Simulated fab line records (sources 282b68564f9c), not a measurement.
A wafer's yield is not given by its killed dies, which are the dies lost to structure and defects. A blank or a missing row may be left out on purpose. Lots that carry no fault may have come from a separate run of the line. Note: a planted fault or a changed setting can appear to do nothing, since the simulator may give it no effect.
Lot-split experiment :: flow rit-cmos :: route with 202 steps; 5 lots, 23 wafers read

## SPLIT DETAILS
At RIT_FOX2_OXIDATION_00 (target thk 350.7 nm, ox time 1130 s), the setting temp-c was moved away from the recipe's 1100 C on 15 of the 23 wafers read, by -2.5% to +2.4%. The other wafers ran this setting at the recipe's value.

## FROM THE SPLIT TO THE READING: what the file shows between them, 15 steps
- RIT_FOX2_THK_MEAS_01
- RIT_FOX2_CLEAN_02: cleans in dHF, time 180 s
- RIT_FOX2_WET_ETCH_03: etches Si3N4 in H3PO4, target depth 195 nm, time 2700 s
- RIT_FOX2_THK_MEAS_90
- RIT_NWELL_IMPLANT_08 (also split here: dose-cm2)
- RIT_NWELL_STRIP_09: strips in O2, time 180 s
- RIT_NWELL_TW_MEAS_10
- RIT_PWELL_IMPLANT_08 (also split here: energy-kev)
- RIT_PWELL_STRIP_09: strips in O2, time 180 s
- RIT_WELLDRIVE_ANNEAL_00: time 14700 s
- RIT_WELLDRIVE_RS_MEAS_01: measures by four-point-probe
- RIT_NRETRO_COAT_01: resist thk 1300 nm (also split here: resist-thk-nm)
- RIT_GATE_CLEAN_02: cleans in dHF, time 30 s (also split here: time-s)
- RIT_GATE_CLEAN_03: cleans in SC2, time 600 s
- RIT_GATE_CLEAN_04: cleans in dHF, time 60 s

## THE READING
FIELD_OXIDE_LEFT_2_THK (nm), taken at RIT_FOX2_THK_MEAS_91. A value of 254 nm with a standard deviation of 5.8 nm is what fault-free wafers of this fab line usually give.

wafer: L081.1
tool, chamber at the split: -, -
temp-c as run, C: 1122
against the recipe: +2.0%
FIELD_OXIDE_LEFT_2_THK, nm: 285
against lot-mates on the recipe: no lot-mate on the recipe

wafer: L081.2
tool, chamber at the split: -, -
temp-c as run, C: 1122
against the recipe: +2.0%
FIELD_OXIDE_LEFT_2_THK, nm: 287
against lot-mates on the recipe: no lot-mate on the recipe

wafer: L081.3
tool, chamber at the split: -, -
temp-c as run, C: 1122
against the recipe: +2.0%
FIELD_OXIDE_LEFT_2_THK, nm: 288
against lot-mates on the recipe: no lot-mate on the recipe

wafer: L081.4
tool, chamber at the split: -, -
temp-c as run, C: 1122
against the recipe: +2.0%
FIELD_OXIDE_LEFT_2_THK, nm: 294
against lot-mates on the recipe: no lot-mate on the recipe

wafer: L081.6
tool, chamber at the split: -, -
temp-c as run, C: 1122
against the recipe: +2.0%
FIELD_OXIDE_LEFT_2_THK, nm: 285
against lot-mates on the recipe: no lot-mate on the recipe

wafer: L082.3
tool, chamber at the split: furnace-04, 0
temp-c as run, C: 1100
against the recipe: recipe
FIELD_OXIDE_LEFT_2_THK, nm: 260
against lot-mates on the recipe: -

wafer: L082.5
tool, chamber at the split: furnace-04, 0
temp-c as run, C: 1100
against the recipe: recipe
FIELD_OXIDE_LEFT_2_THK, nm: 253
against lot-mates on the recipe: -

wafer: L082.6
tool, chamber at the split: furnace-04, 0
temp-c as run, C: 1100
against the recipe: recipe
FIELD_OXIDE_LEFT_2_THK, nm: 259
against lot-mates on the recipe: -

wafer: L083.1
tool, chamber at the split: -, -
temp-c as run, C: 1072
against the recipe: -2.5%
FIELD_OXIDE_LEFT_2_THK, nm: 200
against lot-mates on the recipe: no lot-mate on the recipe

wafer: L083.2
tool, chamber at the split: -, -
temp-c as run, C: 1072
against the recipe: -2.5%
FIELD_OXIDE_LEFT_2_THK, nm: 198
against lot-mates on the recipe: no lot-mate on the recipe

wafer: L083.3
tool, chamber at the split: -, -
temp-c as run, C: 1072
against the recipe: -2.5%
FIELD_OXIDE_LEFT_2_THK, nm: 203
against lot-mates on the recipe: no lot-mate on the recipe

wafer: L083.4
tool, chamber at the split: -, -
temp-c as run, C: 1072
against the recipe: -2.5%
FIELD_OXIDE_LEFT_2_THK, nm: 202
against lot-mates on the recipe: no lot-mate on the recipe

wafer: L083.5
tool, chamber at the split: -, -
temp-c as run, C: 1072
against the recipe: -2.5%
FIELD_OXIDE_LEFT_2_THK, nm: 196
against lot-mates on the recipe: no lot-mate on the recipe

wafer: L084.1
tool, chamber at the split: -, -
temp-c as run, C: 1100
against the recipe: recipe
FIELD_OXIDE_LEFT_2_THK, nm: 258
against lot-mates on the recipe: -

wafer: L084.2
tool, chamber at the split: -, -
temp-c as run, C: 1100
against the recipe: recipe
FIELD_OXIDE_LEFT_2_THK, nm: 259
against lot-mates on the recipe: -

wafer: L084.3
tool, chamber at the split: -, -
temp-c as run, C: 1100
against the recipe: recipe
FIELD_OXIDE_LEFT_2_THK, nm: 256
against lot-mates on the recipe: -

wafer: L084.4
tool, chamber at the split: -, -
temp-c as run, C: 1100
against the recipe: recipe
FIELD_OXIDE_LEFT_2_THK, nm: 261
against lot-mates on the recipe: -

wafer: L084.5
tool, chamber at the split: -, -
temp-c as run, C: 1100
against the recipe: recipe
FIELD_OXIDE_LEFT_2_THK, nm: 261
against lot-mates on the recipe: -

wafer: L085.1
tool, chamber at the split: -, -
temp-c as run, C: 1126
against the recipe: +2.4%
FIELD_OXIDE_LEFT_2_THK, nm: 298
against lot-mates on the recipe: no lot-mate on the recipe

wafer: L085.2
tool, chamber at the split: -, -
temp-c as run, C: 1126
against the recipe: +2.4%
FIELD_OXIDE_LEFT_2_THK, nm: 302
against lot-mates on the recipe: no lot-mate on the recipe

wafer: L085.4
tool, chamber at the split: -, -
temp-c as run, C: 1126
against the recipe: +2.4%
FIELD_OXIDE_LEFT_2_THK, nm: 300
against lot-mates on the recipe: no lot-mate on the recipe

wafer: L085.5
tool, chamber at the split: -, -
temp-c as run, C: 1126
against the recipe: +2.4%
FIELD_OXIDE_LEFT_2_THK, nm: 298
against lot-mates on the recipe: no lot-mate on the recipe

wafer: L085.6
tool, chamber at the split: -, -
temp-c as run, C: 1126
against the recipe: +2.4%
FIELD_OXIDE_LEFT_2_THK, nm: 300
against lot-mates on the recipe: no lot-mate on the recipe

FIT RESULTS
A straight line over all 23 wafers: FIELD_OXIDE_LEFT_2_THK changes by +19.6 nm for each +1% of temp-c; r = +0.99; the points scatter about the line by 5 nm.
Too few moved wafers with a lot-mate on the recipe to fit a line net of each lot's own level.

## THE WHOLE CHAIN: every reading that the file lists as answering this split, in the file's order
step: RIT_FOX2_OXIDATION_00
what it does: target thk 350.7 nm, ox time 1130 s
reading: SiO2_of_FOX2_OXIDATION_00.thk-nm (the simulator's own value, which no gauge read)
change (the file's fit): +19.5 nm for each +1% of the setting
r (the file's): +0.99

step: RIT_FOX2_THK_MEAS_01
what it does: 
reading: FOX2_OXIDE_THK
change (the file's fit): +19.5 for each +1% of the setting
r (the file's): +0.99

step: RIT_FOX2_THK_MEAS_90
what it does: 
reading: FIELD_OXIDE_LEFT_1_THK
change (the file's fit): +19.5 for each +1% of the setting
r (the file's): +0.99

step: RIT_FOX2_THK_MEAS_91
what it does: 
reading: FIELD_OXIDE_LEFT_2_THK
change (the file's fit): +19.6 for each +1% of the setting
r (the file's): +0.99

## FILE'S OWN FIT
FIELD_OXIDE_LEFT_2_THK changes by +19.6 nm for each +1% of temp-c, r = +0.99.
